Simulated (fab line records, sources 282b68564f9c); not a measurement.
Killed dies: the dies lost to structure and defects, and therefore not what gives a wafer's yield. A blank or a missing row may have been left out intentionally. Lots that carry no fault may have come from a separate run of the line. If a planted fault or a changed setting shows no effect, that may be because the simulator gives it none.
fab line records + flow rit-cmos
record
- lots=5
- wafers=15
- last-day=7
route steps=202 shown ACTIVE@6 M1@202
lots that met no fault: taken from a fault-free run of the same line
start-h: start of the lot's first displayed wafer, in hours after the record's first day + wait-h: hours since the lot's step before + " as in the row above + L1.1+2: one row covering several wafers at once + - no value present, or no start provided + * or withheld: withheld + < > ~ a bound
route shown NAME@n: NAME is a module with steps in the file, n the number in the route of the first one + usual: mean/standard deviation taken from wafers without a fault + same: alike in all rows + chamber/n: place in a boat + sites: the reading at each site + _std_site: standard deviation of those values + _edge_site: outer sites' mean less inner sites' + radius-mm: how far each site lies from the wafer's centre + mask NAME#n: copy n + behind: tool/chamber where the wafer was last shaped + hold: why the lot was held/for how many hours/how that ended + device: names the non-switching transistor (n, p or np) + end of line: the route-end tests of the same wafers + step lacking rows: just its recipe + killed: dies lost to structure and defects at the first sort, not the wafer's yield + map: per-die view of a wafer (x killed, . not killed, _ where there is no die)
set.NAME: the run value of the setting; set.NAME@STEP: its run value at that earlier step + model.NAME: the simulator's own value behind a step, which no gauge read
certain route steps with their lots: each step a table, each wafer a row
services: the hour from which a tool's chamber was out of use, counted from the record's first day as start-h (under 0 if before that day), plus the number of hours and why
## steps
# step RIT_ACTIVE_HMDS_05
# recipe
- prime-time-s=60
- prime-temp-c=140
# step RIT_ACTIVE_COAT_06
# recipe
- resist=NOVOLAK
- spin-rpm=3173
- resist-thk-nm=1000
# step RIT_ACTIVE_SOFTBAKE_07
# recipe
- resist=NOVOLAK
- temp-c=90
- time-s=60
# step RIT_ACTIVE_EXPOSE_08
# recipe
- mask-id=M1
- na=0.6
- source-shape=conventional
- sigma-outer=0.6
- target-cd-nm=1400
- dose-mj=225
# step RIT_ACTIVE_PEB_09
# recipe
- resist=NOVOLAK
- temp-c=withheld
- time-s=withheld
# step RIT_ACTIVE_DEVELOP_10
# recipe
- resist=NOVOLAK
- develop-time-s=50
- dev-temp-c=23
# step RIT_ACTIVE_CD_MEAS_11
# recipe
- target-cd-nm=1400
# usual
- cd-nm=1400.6/2.2
| lot.wafer | tool      | chamber | start-h | wait-h | cd-nm  |
|-----------|-----------|---------|---------|--------|--------|
| L895.1    | cd-sem-01 | -       | 14.44   | -      | 1402.3 |
| L895.2    | "         | -       | "       | "      | 1401.4 |
| L895.5    | "         | -       | "       | "      | 1402.5 |
| L901.1    | cd-sem-01 | -       | 44.56   | -      | 1398.8 |
| L901.3    | "         | -       | "       | "      | 1399.7 |
| L901.5    | "         | -       | "       | "      | 1401.0 |
| L909.1    | cd-sem-01 | -       | 84.56   | -      | 1400.7 |
| L909.2    | "         | -       | "       | "      | 1401.6 |
| L909.6    | "         | -       | "       | "      | 1398.9 |
| L912.1    | cd-sem-02 | -       | 101.39  | -      | 1403.0 |
| L912.2    | "         | -       | "       | "      | 1403.1 |
| L912.5    | "         | -       | "       | "      | 1403.1 |
| L915.3    | cd-sem-02 | -       | 114.60  | -      | 1404.3 |
| L915.4    | "         | -       | "       | "      | 1401.6 |
| L915.6    | "         | -       | "       | "      | 1404.0 |
# step RIT_ACTIVE_HARDBAKE_12
# recipe
- resist=NOVOLAK
- temp-c=140
- time-s=60
# step RIT_ACTIVE_ETCH_13
# recipe
- stop-on=SiO2
- chemistry=SF6
- target=Si3N4
- time-s=210
- over-etch-frac=0.3613
- SF6_flow_sccm=200
- pressure-mtorr=260
- rf-w=125
- target-depth-a=2100
# usual
- drypump-motor-current-A=5.8/0.44
- oes-product-au=0.825/0.013
- throttle-valve-pct=7.52/0.1
| lot.wafer | tool        | chamber | start-h | wait-h | drypump-motor-current-A | oes-product-au | rf-hours-counter-h | throttle-valve-pct |
|-----------|-------------|---------|---------|--------|-------------------------|----------------|--------------------|--------------------|
| L895.1    | rie-diel-03 | 3       | 14.71   | 0.1    | 6.4                     | 0.817          | 110                | 7.49               |
| L895.2    | "           | 0       | "       | "      | 6.4                     | 0.817          | 0                  | 7.45               |
| L895.5    | "           | 0       | "       | "      | 6.4                     | 0.826          | -                  | 7.49               |
| L901.1    | rie-diel-04 | 3       | 44.83   | 0.1    | 6.1                     | 0.833          | 12                 | 7.35               |
| L901.3    | "           | 1       | "       | "      | 5.7                     | 0.851          | 138                | 7.54               |
| L901.5    | "           | 0       | "       | "      | 5.3                     | 0.825          | -                  | 7.61               |
| L909.1    | rie-diel-03 | 3       | 84.83   | 0.1    | 6.4                     | 0.808          | 111                | 7.48               |
| L909.2    | "           | 1       | "       | "      | 5.2                     | 0.822          | 99                 | 7.62               |
| L909.6    | "           | 0       | "       | "      | 6.4                     | 0.805          | -                  | 7.48               |
| L912.1    | rie-diel-01 | 1       | 101.66  | 0.1    | 5.7                     | 0.824          | 153                | 7.60               |
| L912.2    | "           | 3       | "       | "      | 6.1                     | 0.815          | 69                 | 7.28               |
| L912.5    | "           | 3       | "       | "      | 6.1                     | 0.819          | -                  | 7.26               |
| L915.3    | rie-diel-04 | 2       | 114.83  | 0.1    | 5.8                     | 0.818          | 5                  | 7.67               |
| L915.4    | "           | 0       | "       | "      | 5.3                     | 0.833          | 131                | 7.60               |
| L915.6    | "           | 0       | "       | "      | 5.3                     | 0.825          | -                  | 7.59               |
# step RIT_ACTIVE_STRIP_14
# recipe
- chemistry=O2
- time-s=180
- resist=NOVOLAK
- platen-temp-c=withheld
- power-w=500
- pressure-mtorr=4000
- o2-flow-sccm=4000
# usual
- drypump-motor-current-A=5.6/0.47
| lot.wafer | tool            | chamber | start-h | wait-h | drypump-motor-current-A | rf-hours-counter-h |
|-----------|-----------------|---------|---------|--------|-------------------------|--------------------|
| L895.1    | plasma-asher-02 | 0       | 14.84   | 0.1    | 5.2                     | 37                 |
| L895.2    | "               | 1       | "       | "      | 6.2                     | 37                 |
| L895.5    | "               | 1       | "       | "      | 6.2                     | -                  |
| L901.1    | plasma-asher-01 | 1       | 44.97   | 0.1    | 5.8                     | 40                 |
| L901.3    | "               | 0       | "       | "      | 4.8                     | -                  |
| L901.5    | "               | 0       | "       | "      | 4.8                     | -                  |
| L909.1    | plasma-asher-02 | 0       | 84.97   | 0.1    | 5.2                     | 45                 |
| L909.2    | "               | 1       | "       | "      | 6.2                     | 45                 |
| L909.6    | "               | 1       | "       | "      | 6.2                     | -                  |
| L912.1    | plasma-asher-02 | 1       | 101.79  | 0.1    | 6.2                     | 47                 |
| L912.2    | "               | 0       | "       | "      | 5.2                     | 47                 |
| L912.5    | "               | 0       | "       | "      | 5.2                     | -                  |
| L915.3    | plasma-asher-01 | 0       | 115.03  | 0.1    | 4.8                     | -                  |
| L915.4    | "               | 1       | "       | "      | 5.8                     | -                  |
| L915.6    | "               | 1       | "       | "      | 5.8                     | -                  |
# step RIT_ACTIVE_CD_MEAS_90
# recipe
- target-cd-nm=1400
# usual
- cd-nm=1400.6/2.2
| lot.wafer | tool      | chamber | start-h | wait-h | cd-nm  |
|-----------|-----------|---------|---------|--------|--------|
| L895.1    | cd-sem-01 | -       | 15.02   | 0.1    | 1402.3 |
| L895.2    | "         | -       | "       | "      | 1401.7 |
| L895.5    | "         | -       | "       | "      | 1402.5 |
| L901.1    | cd-sem-01 | -       | 45.14   | 0.1    | 1398.9 |
| L901.3    | "         | -       | "       | "      | 1400.0 |
| L901.5    | "         | -       | "       | "      | 1401.1 |
| L909.1    | cd-sem-02 | -       | 85.14   | 0.1    | 1400.8 |
| L909.2    | "         | -       | "       | "      | 1401.3 |
| L909.6    | "         | -       | "       | "      | 1398.7 |
| L912.1    | cd-sem-01 | -       | 101.97  | 0.1    | 1403.5 |
| L912.2    | "         | -       | "       | "      | 1403.1 |
| L912.5    | "         | -       | "       | "      | 1403.3 |
| L915.3    | cd-sem-01 | -       | 115.18  | 0.1    | 1404.3 |
| L915.4    | "         | -       | "       | "      | 1401.3 |
| L915.6    | "         | -       | "       | "      | 1403.9 |
# step RIT_ACTIVE_CLEAN_15
# recipe
- chemistry=SC1
- mix=3:3:50
- time-s=600
- temp-c=75
# step RIT_ACTIVE_CLEAN_16
# recipe
- chemistry=dHF
- dilution=50:1
- time-s=30
# usual
- run-length-s=57.9/2.4
| lot.wafer | tool         | chamber | start-h | wait-h | run-length-s |
|-----------|--------------|---------|---------|--------|--------------|
| L895.1    | wet-bench-01 | 1       | 15.33   | 0.0    | 55.5         |
| L895.2    | "            | 1       | "       | "      | 55.5         |
| L895.5    | "            | 1       | "       | "      | 55.5         |
| L901.1    | wet-bench-04 | 0       | 45.44   | 0.0    | 58.5         |
| L901.3    | "            | 0       | "       | "      | 58.5         |
| L901.5    | "            | 0       | "       | "      | 58.5         |
| L909.1    | wet-bench-04 | 2       | 85.44   | 0.0    | 41.8         |
| L909.2    | "            | 2       | "       | "      | 41.8         |
| L909.6    | "            | 2       | "       | "      | 41.8         |
| L912.1    | wet-bench-01 | 0       | 102.28  | 0.0    | 56.7         |
| L912.2    | "            | 0       | "       | "      | 56.7         |
| L912.5    | "            | 0       | "       | "      | 56.7         |
| L915.3    | wet-bench-02 | 2       | 115.44  | 0.0    | 56.5         |
| L915.4    | "            | 2       | "       | "      | 56.5         |
| L915.6    | "            | 2       | "       | "      | 56.5         |
# step RIT_ACTIVE_CLEAN_17
# recipe
- chemistry=SC2
- mix=3:3:50
- time-s=600
- temp-c=75
- dry=n2-spin
# step RIT_M1_PROBE_99
# usual
- killed-at-contacts=0.1/0.36
- killed-at-front-end=7.2/2.9
- killed-dies=7.4/2.9
- killed-open=3.8/2
- killed-short=3.5/2
# same
- gross-dies=264
- killed_at_M0_to_M3=0
- killed_at_M4_up=0
- killed-at-back-side=0
- killed-at-other=0
| lot.wafer | tool      | chamber | start-h | wait-h | killed-at-contacts | killed-at-front-end | killed-dies | killed-open | killed-short |
|-----------|-----------|---------|---------|--------|--------------------|---------------------|-------------|-------------|--------------|
| L909.1    | prober-01 | -       | 128.75  | 0.1    | 0                  | 8                   | 8           | 2           | 6            |
| L909.2    | prober-01 | -       | 128.80  | 0.1    | 0                  | 12                  | 12          | 7           | 4            |
| L909.6    | prober-01 | -       | 129.00  | 0.2    | 0                  | 5                   | 5           | 2           | 3            |
| L912.1    | prober-02 | -       | 143.11  | 0.1    | 0                  | 9                   | 9           | 5           | 4            |
| L912.2    | prober-02 | -       | 143.16  | 0.1    | 0                  | 6                   | 6           | 2           | 4            |
| L912.5    | prober-02 | -       | 143.31  | 0.2    | 0                  | 8                   | 8           | 3           | 5            |
# killed by level:class
L909.1 REOX:geometric-particle:short=3 REOX:geometric-particle:open=2 GATE:geometric-particle:short=1 SPACER:geometric-particle:short=1 SILICIDE:geometric-particle:short=1
L909.2 SPACER:geometric-particle:open=3 GATE:geometric-particle:open=2 REOX:geometric-particle:open=2 REOX:geometric-particle:short=2 SPACER:geometric-particle:short=1 SILICIDE:geometric-particle:short=1 NRETRO:coat-microbubble-printed=1
L909.6 REOX:geometric-particle:short=2 GATE:geometric-particle:open=1 REOX:geometric-particle:open=1 SPACER:geometric-particle:short=1
L912.1 GATE:geometric-particle:open=3 GATE:geometric-particle:short=2 REOX:geometric-particle:short=2 REOX:geometric-particle:open=1 SILICIDE:geometric-particle:open=1
L912.2 SILICIDE:geometric-particle:short=2 FOX1:geometric-particle:open=1 FOX2:geometric-particle:short=1 REOX:geometric-particle:short=1 REOX:geometric-particle:open=1
L912.5 GATE:geometric-particle:short=2 SPACER:geometric-particle:open=2 SPACER:geometric-particle:short=2 FOX2:geometric-particle:short=1 GATE:geometric-particle:open=1
## services
| tool            | chamber | start-h | hours | kind       |
|-----------------|---------|---------|-------|------------|
| wet-bench-02    | -       | 35.34   | 3.2   | repair     |
| rie-diel-01     | -       | 45.93   | 3.2   | repair     |
| rie-diel-03     | 0       | 56.94   | 8.8   | repair     |
| rie-diel-04     | 2       | 63.13   | 7.9   | repair     |
| rie-diel-04     | 1       | 89.77   | 16.7  | repair     |
| wet-bench-02    | -       | 90.71   | 2.7   | repair     |
| rie-diel-01     | 2       | 101.06  | 17.1  | repair     |
| plasma-asher-02 | -       | 107.56  | 3.9   | repair     |
| plasma-asher-02 | -       | 111.42  | 9.0   | pm         |
| plasma-asher-02 | 0       | 111.42  | 9.0   | vent-cycle |
| plasma-asher-02 | 1       | 111.42  | 9.0   | vent-cycle |
## key
first-sign
- step=RIT_ACTIVE_CLEAN_16
- reading=run-length-s
- direction=down
- sigmas=6.6
- usual=*
- struck=*
effect none on later readings
met-at RIT_ACTIVE_CLEAN_16
struck-wafers L909.1,L909.2,L909.6
tester-left-out L909
fault
- kind=process-parameter-drift
- tool=wet-bench-04
- chamber=2
- onset-h=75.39
- steps=RIT_ACTIVE_CLEAN_16
- channel=time-s
- offset=*
- shape=step
- end-h=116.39
- acts-in=*
- stated=*
# tester-left-out: of these lots the tester's yield and bins aren't shown, on N5 and GAA mostly nor the transistor test; their killed dies are dies lost to structure and defects alone, not to doping, threshold or leakage, so they don't give the yield
